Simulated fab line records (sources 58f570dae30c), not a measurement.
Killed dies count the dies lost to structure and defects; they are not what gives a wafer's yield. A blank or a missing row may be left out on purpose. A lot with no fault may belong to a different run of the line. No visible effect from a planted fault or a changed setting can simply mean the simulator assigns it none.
What tool caused it?    flow berkeleyCmos170    route of 331 steps, sampled at 1 step: 15 lots, 45 wafers

WHAT THE GAUGES SHOWED, per wafer
The record lacks any reading of a measuring or inspecting step that a usual standard deviation could be used to judge.

WHICH TOOL RAN EACH LOT (tool, then ch and the chambers of the sampled wafers, then the start)
lot   UCB170_NLDD_IMPLANT_09
L109  implanter-03 ch 0, day 7 20:30
L108  implanter-04 ch 0, day 7 21:03
L110  implanter-01 ch 0, day 7 22:52
L113  implanter-01 ch 0, day 8 21:23
L119  implanter-03 ch 0, day 9 12:08
L118  implanter-04 ch 0, day 9 12:25
L117  implanter-03 ch 0, day 9 12:43
L120  implanter-04 ch 0, day 10 11:16
L121  implanter-04 ch 0, day 10 12:18
L125  implanter-01 ch 0, day 11 13:38
L127  implanter-03 ch 0, day 11 14:03
L124  implanter-04 ch 0, day 11 14:41
L129  implanter-01 ch 0, day 11 14:46
L126  implanter-04 ch 0, day 11 17:30
L130  implanter-03 ch 0, day 12 00:29
- UCB170_NLDD_IMPLANT_09

AS READ BY THE TOOLS THEMSELVES (means over the sampled wafers that have a number; for cases with no such wafer, the mark the record gives instead)
UCB170_NLDD_IMPLANT_09.
lot   tool          beamEnergyKeV
L109  implanter-03  29.997
L108  implanter-04  30.002
L110  implanter-01  30.005
L113  implanter-01  30.000
L119  implanter-03  29.990
L118  implanter-04  30.005
L117  implanter-03  30.006
L120  implanter-04  30.005
L121  implanter-04  27.994
L125  implanter-01  30.002
L127  implanter-03  30.011
L124  implanter-04  27.983
L129  implanter-01  29.994
L126  implanter-04  27.983
L130  implanter-03  30.001

THE ANSWER, worked out from the rows above alone
Rule: the lots themselves supply what counts as usual. Put in order of their means at a reading, lots are off if they are a third of the lots or fewer, leave a main group of 4 or more, and stand apart from it by a gap of 3 or more times the standard deviation of the main group's means; of several such gaps the widest counts. The tables above print the reading to a certain number of digits; a main group whose means all agree to those digits is not used. Also off: a lot with no number at a reading for which 4 or more lots have one. The other lots that the step has rows for count as sound. First the gauges in route order, then the tools' own readings, where a lot's mean is used as printed above. At the first step where some lot is off, the reading lying furthest off is the one used; lots without a number count as furthest.
Off, at UCB170_NLDD_IMPLANT_09 on beamEnergyKeV: L121, L124, L126. Mean 30.002 and standard deviation 0.0055 in the main group.
If a tool, at that step or one of the process steps before it, ran each lot that is off and ran no sound lot following the first of them, it fits. One fits: UCB170_NLDD_IMPLANT_09 on implanter-04. Its last sound lot is L120 (day 10 11:16), its first lot that is off L121 (day 10 12:18): a fault that began between those two fits.
The tool's own readings at UCB170_NLDD_IMPLANT_09 bear it out: on the lots that are off they differ by more than 5 times the standard deviation of the sound lots' means. beamEnergyKeV reads 27.987 there against 30.002 on the sound lots.

WHAT THE SIMULATOR PUT IN
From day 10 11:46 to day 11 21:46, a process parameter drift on implanter-04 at UCB170_NLDD_IMPLANT_09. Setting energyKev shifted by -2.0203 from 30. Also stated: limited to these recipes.
Struck lots among those shown: L121, L124, L126. The rule given above showed the same thing.
